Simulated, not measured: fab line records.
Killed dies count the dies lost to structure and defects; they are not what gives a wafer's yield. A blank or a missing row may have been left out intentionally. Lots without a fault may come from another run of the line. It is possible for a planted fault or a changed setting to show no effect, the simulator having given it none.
fab line records	flow berkeley-cmos170
record lots=6	wafers=18	last-day=12
route steps=331 shown ACTIVE@63
lots untouched by any fault: they come from a run of this same line in which no faults occurred
start-h: start of the lot's first displayed wafer, in hours after the record's first day	wait-h: hours since the lot's step before	" as in the row above	L1.1+2: several wafers, shown together as one row	- no value, or no start given	* or withheld: withheld	< > ~ a bound
route shown NAME@n: a module of which the file shows steps, and the number in the route of the first	usual: mean/standard deviation taken from wafers without a fault	same: alike in all rows	chamber/n: place in a boat	sites: readings site by site	_std_site: standard deviation across them	_edge_site: outer sites' mean less inner sites'	radius-mm: for every site, how far away it sits from the centre of the wafer	mask NAME#n: copy n	behind: the most recent tool/chamber to have shaped the wafer	hold: reason for holding the lot/hours on hold/outcome of the hold	device: whichever transistor did not switch (one of n, p or np)	end of line: at the end of the route, the tests of the same wafers	for a step that has no rows: nothing shown but its recipe	killed: dies that structure and defects cost at the first sort, which is not the same as the wafer's yield	map: dies across one wafer; x = killed, . = not, _ = none there
set.NAME: the setting the step ran with; set.NAME@STEP: the setting that earlier step ran with	model.NAME: the simulator's own value behind a step, which no gauge read
a table for each step, a row for each wafer; lots at some steps of the route
services: from which hour (start-h, from the record's first day; less than 0 if before it) a tool's chamber was out of use, for how many hours, and why
## steps
# step UCB170_ACTIVE_THK_MEAS_03
# recipe reads=SiO2_of_ACTIVE_OXIDATION_02
# usual ACTIVE_OXIDE_THK=26.6/0.43
lot.wafer	tool	chamber	start-h	wait-h	ACTIVE_OXIDE_THK[nm]
L976.1	film-metro-02	-	75.11	0.0	26.3
L976.2	"	-	"	"	26.2
L976.5	"	-	"	"	26.8
L981.1	film-metro-04	-	95.34	0.0	26.3
L981.5	"	-	"	"	26.8
L981.6	"	-	"	"	26.2
L982.2	film-metro-02	-	95.35	0.0	26.3
L982.3	"	-	"	"	26.5
L982.5	"	-	"	"	26.5
L993.1	film-metro-04	-	158.49	0.0	26.8
L993.2	"	-	"	"	26.5
L993.5	"	-	"	"	26.3
L994.1	film-metro-02	-	168.44	0.0	26.5
L994.3	"	-	"	"	26.5
L994.5	"	-	"	"	26.4
L997.1	film-metro-04	-	183.91	0.0	25.9
L997.2	"	-	"	"	26.0
L997.4	"	-	"	"	26.4
# step UCB170_ACTIVE_ANNEAL_04
# recipe temp-c=1000	time-s=900	ambient=N2
# step UCB170_ACTIVE_CVD_05
# recipe material=Si3N4	target-thk-nm=220	temp-c=800	precursor=SiH2Cl2/NH3	time-s=3300	pressure-mtorr=200	sih2cl2-flow-sccm=25	nh3-flow-sccm=75
# step UCB170_ACTIVE_THK_MEAS_06
# recipe reads=Si3N4_of_ACTIVE_CVD_05
# usual ACTIVE_NITRIDE_THK=219.6/1.9
lot.wafer	tool	chamber	start-h	wait-h	ACTIVE_NITRIDE_THK[nm]
L976.1	film-metro-03	-	83.59	0.0	220.6
L976.2	"	-	"	"	219.5
L976.5	"	-	"	"	219.4
L981.1	film-metro-03	-	102.93	0.0	218.8
L981.5	"	-	"	"	219.5
L981.6	"	-	"	"	219.9
L982.2	film-metro-02	-	102.94	0.0	217.9
L982.3	"	-	"	"	217.1
L982.5	"	-	"	"	217.0
L993.1	film-metro-02	-	168.10	0.0	219.3
L993.2	"	-	"	"	219.6
L993.5	"	-	"	"	220.2
L994.1	film-metro-04	-	177.87	0.0	216.8
L994.3	"	-	"	"	217.0
L994.5	"	-	"	"	216.4
L997.1	film-metro-03	-	189.92	0.0	219.6
L997.2	"	-	"	"	219.3
L997.4	"	-	"	"	220.2
# step UCB170_ACTIVE_HMDS_07
# recipe prime-time-s=60	prime-temp-c=100
# step UCB170_ACTIVE_COAT_08
# recipe resist=KrF	spin-rpm=1500	resist-thk-nm=900
# step UCB170_ACTIVE_SOFTBAKE_09
# recipe resist=KrF	temp-c=130	time-s=60
# step UCB170_ACTIVE_EXPOSE_10
# recipe mask-id=ACTIVE	target-cd-nm=1200	na=0.5	sigma-outer=0.6	source-shape=conventional	dose-mj=20
# step UCB170_ACTIVE_PEB_11
# recipe peb-temp-c=130	peb-time-s=withheld	resist=KrF
# step UCB170_ACTIVE_DEVELOP_12
# recipe developer=TMAH	develop-time-s=45	resist=KrF	dev-temp-c=21
# step UCB170_ACTIVE_CD_MEAS_13
# recipe target-cd-nm=1200
# usual cd-nm=1200.3/1.3
lot.wafer	tool	chamber	start-h	wait-h	cd-nm
L976.1	cd-sem-01	-	85.49	-	1198.9
L976.2	"	-	"	"	1200.2
L976.5	"	-	"	"	1199.0
L982.2	cd-sem-01	-	104.13	-	1200.0
L982.3	"	-	"	"	1199.6
L982.5	"	-	"	"	1200.3
L981.1	cd-sem-01	-	104.29	-	1199.5
L981.5	"	-	"	"	1199.0
L981.6	"	-	"	"	1199.5
L993.1	cd-sem-02	-	169.40	-	1201.0
L993.2	"	-	"	"	1200.2
L993.5	"	-	"	"	1201.0
L994.1	cd-sem-01	-	178.90	-	1200.9
L994.3	"	-	"	"	1200.0
L994.5	"	-	"	"	1200.8
L997.1	cd-sem-02	-	191.10	-	1200.5
L997.2	"	-	"	"	1199.5
L997.4	"	-	"	"	1200.4
# step UCB170_ACTIVE_OVL_MEAS_14
# usual ACTIVE_OVL=-1/5
lot.wafer	tool	chamber	start-h	wait-h	ACTIVE_OVL[nm]
L976.1	overlay-02	-	85.61	0.1	-7
L976.2	"	-	"	"	-8
L976.5	"	-	"	"	-5
L982.2	overlay-01	-	104.24	0.1	9
L982.3	"	-	"	"	3
L982.5	"	-	"	"	3
L981.1	overlay-02	-	104.41	0.1	-4
L981.5	"	-	"	"	-4
L981.6	"	-	"	"	-5
L993.1	overlay-01	-	169.52	0.1	-4
L993.2	"	-	"	"	-11
L993.5	"	-	"	"	-3
L994.1	overlay-02	-	179.02	0.1	-1
L994.3	"	-	"	"	6
L994.5	"	-	"	"	-2
L997.1	overlay-02	-	191.22	0.1	-14
L997.2	"	-	"	"	-6
L997.4	"	-	"	"	0
# step UCB170_ACTIVE_ETCH_15
# recipe chemistry=CH3F/Ar/O2	target=Si3N4	stop-on=SiO2	CH3F_flow_sccm=20	Ar_flow_sccm=50	O2_flow_sccm=7	pressure-mtorr=50	rf-w=450	target-depth-a=2420	over-etch-frac=0.1	time-s=151
# usual CH3F_flow_sccm=20.00/0.059	O2_flow_sccm=7.003/0.019	drypump-motor-current-A=5.6/0.52	oes-product-au=0.938/0.015	over-etch-frac=0.1/0	throttle-valve-pct=8.00/0.14
lot.wafer	tool	chamber	start-h	wait-h	CH3F_flow_sccm	O2_flow_sccm	drypump-motor-current-A	oes-product-au	over-etch-frac	rf-hours-counter-h	throttle-valve-pct	model.KrF_of_ACTIVE_COAT_08.thk-nm	model.SiO2_of_ACTIVE_OXIDATION_02.thk-nm
L976.1	rie-diel-01	0	85.64	0.0	19.99	6.966	6.4	0.944	0.1	113	8.25	731.7	22.31
L976.2	"	1	"	"	19.98	7.002	5.1	0.952	0.1	15	8.23	726.4	22.57
L976.5	"	0	"	"	19.94	6.961	6.5	0.948	0.1	-	8.25	730	22.89
L982.2	rie-diel-01	1	104.27	0.0	-	-	-	-	-	-	-	886.9	26.28
L982.3	"	0	"	"	-	-	-	-	-	-	-	886	26.51
L982.5	"	0	"	"	-	-	-	-	-	-	-	886.2	26.52
L981.1	rie-diel-03	0	104.44	0.0	-	-	-	-	-	-	-	889.5	26.33
L981.5	"	3	"	"	-	-	-	-	-	-	-	889.4	26.75
L981.6	"	0	"	"	-	-	-	-	-	-	-	889.5	26.15
L993.1	rie-diel-03	3	169.56	0.0	19.98	7.004	5.0	0.920	0.1	25	7.94	719.7	22.84
L993.2	"	2	"	"	19.96	7.004	6.2	0.935	0.1	19	7.91	719.1	22.72
L993.5	"	2	"	"	19.94	7.022	6.3	0.932	0.1	-	7.89	719.3	22.56
L994.1	rie-diel-01	0	179.05	0.0	19.91	7.011	6.4	0.942	0.1	118	8.25	729.1	22.53
L994.3	"	1	"	"	19.97	6.992	5.1	0.948	0.1	19	8.22	726.8	22.83
L994.5	"	1	"	"	20.06	6.983	5.1	0.958	0.1	-	8.22	726.2	22.79
L997.1	rie-diel-04	1	191.25	0.0	20.07	6.999	6.4	0.934	0.1	70	7.87	728.2	22
L997.2	"	3	"	"	20.00	7.019	5.6	0.938	0.1	54	8.17	734.7	22.52
L997.4	"	2	"	"	19.99	7.038	6.2	0.948	0.1	106	7.89	732.6	22.95
# step UCB170_ACTIVE_STRIP_16
# recipe chemistry=O2	power-w=400	pressure-mtorr=3500	platen-temp-c=withheld	o2-flow-sccm=400	overash-fraction=0.5
# usual drypump-motor-current-A=5.6/0.59	oes-product-au=0.721/0.0042	strip-time-to-endpoint-s=18.12/0.11
lot.wafer	tool	chamber	start-h	wait-h	drypump-motor-current-A	oes-product-au	rf-hours-counter-h	strip-time-to-endpoint-s
L976.1	plasma-asher-03	1	85.74	0.1	5.7	0.721	39	18.25
L976.2	"	0	"	"	6.0	0.729	39	18.13
L976.5	"	1	"	"	5.7	0.719	-	18.21
L982.2	plasma-asher-01	1	104.37	0.1	4.9	0.734	30	21.65
L982.3	"	0	"	"	5.1	0.727	-	21.62
L982.5	"	1	"	"	4.9	0.731	-	21.63
L981.1	plasma-asher-02	1	104.54	0.1	6.5	0.742	41	21.72
L981.5	"	1	"	"	6.5	0.733	-	21.72
L981.6	"	0	"	"	5.3	0.737	-	21.72
L993.1	plasma-asher-03	1	169.66	0.1	5.7	0.713	5	17.99
L993.2	"	0	"	"	6.1	0.712	5	17.97
L993.5	"	1	"	"	5.7	0.731	-	17.96
L994.1	plasma-asher-01	0	179.15	0.1	5.1	0.717	38	18.19
L994.3	"	0	"	"	5.1	0.724	-	18.13
L994.5	"	0	"	"	5.1	0.722	-	18.13
L997.1	plasma-asher-01	1	191.36	0.1	4.9	0.718	39	18.17
L997.2	"	0	"	"	5.1	0.723	39	18.33
L997.4	"	0	"	"	5.1	0.723	-	18.29
# step UCB170_ACTIVE_CD_MEAS_90
# recipe target-cd-nm=1200
# usual cd-nm=1200.3/1.3
lot.wafer	tool	chamber	start-h	wait-h	cd-nm
L976.1	cd-sem-02	-	85.87	0.1	1198.8
L976.2	"	-	"	"	1200.3
L976.5	"	-	"	"	1198.9
L982.2	cd-sem-02	-	104.49	0.1	-
L982.3	"	-	"	"	-
L982.5	"	-	"	"	-
L981.1	cd-sem-02	-	104.64	0.1	-
L981.5	"	-	"	"	-
L981.6	"	-	"	"	-
L993.1	cd-sem-02	-	169.88	0.2	1200.8
L993.2	"	-	"	"	1200.6
L993.5	"	-	"	"	1200.9
L994.1	cd-sem-02	-	179.25	0.1	1201.4
L994.3	"	-	"	"	1199.9
L994.5	"	-	"	"	1200.5
L997.1	cd-sem-01	-	191.46	0.1	1200.5
L997.2	"	-	"	"	1199.4
L997.4	"	-	"	"	1200.2
# step UCB170_ACTIVE_CLEAN_17
# recipe chemistry=SPM	temp-c=120	time-s=600
## services
tool	chamber	start-h	hours	kind
rie-diel-04	2	67.00	2.4	repair
plasma-asher-02	-	68.30	4.3	repair
rie-diel-04	-	72.50	2.8	pm
plasma-asher-03	-	74.35	2.2	repair
rie-diel-03	-	77.46	0.2	repair
rie-diel-01	1	85.75	4.3	repair
rie-diel-01	-	87.42	1.4	repair
rie-diel-03	2	88.86	8.4	repair
rie-diel-01	1	101.96	1.8	repair
plasma-asher-03	-	108.83	9.0	pm
plasma-asher-03	0	108.83	9.0	vent-cycle
plasma-asher-03	1	108.83	9.0	vent-cycle
plasma-asher-03	0	117.83	-	clean
plasma-asher-03	1	117.83	-	clean
rie-diel-04	-	127.01	4.9	repair
rie-diel-04	-	159.23	0.4	repair
rie-diel-03	1	165.11	11.8	repair
rie-diel-04	-	184.43	0.8	repair
## key
first-sign step=UCB170_ACTIVE_ETCH_15	reading=tool-record	direction=missing
effect step=UCB170_ACTIVE_STRIP_16	reading=strip-time-to-endpoint-s	direction=up	sigmas=32	usual=*	struck=*
effect step=UCB170_ACTIVE_CD_MEAS_90	reading=cd-nm	direction=missing
model-effect step=UCB170_ACTIVE_ETCH_15	value=KrF_of_ACTIVE_COAT_08.thk-nm	without=728	struck=887.9
met-at UCB170_ACTIVE_ETCH_15
struck-wafers L981.1,L981.5,L981.6,L982.2,L982.3,L982.5
later-rows-left-out L981.1,L981.5,L981.6,L982.2,L982.3,L982.5
sort-left-out L981.1,L981.5,L981.6,L982.2,L982.3,L982.5
tester-left-out L981,L982
onset-between 85.64 104.27
fault kind=skipped-step-whole	tool=rie-diel-01,rie-diel-03	chamber=-	onset-h=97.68	steps=UCB170_ACTIVE_ETCH_15	scope=struck-lots-only
# tester-left-out: of these lots the tester's yield and bins aren't shown, on N5 and GAA mostly nor the transistor test; their killed dies are dies lost to structure and defects alone, not to doping, threshold or leakage, so they don't give the yield
# sort-left-out: the simulated sort isn't trusted on such a fault, so these wafers' sort isn't shown, and their yield isn't known
# later-rows-left-out: the simulator's readings of these wafers behind a module that went badly wrong aren't trusted and aren't shown, but for the sort
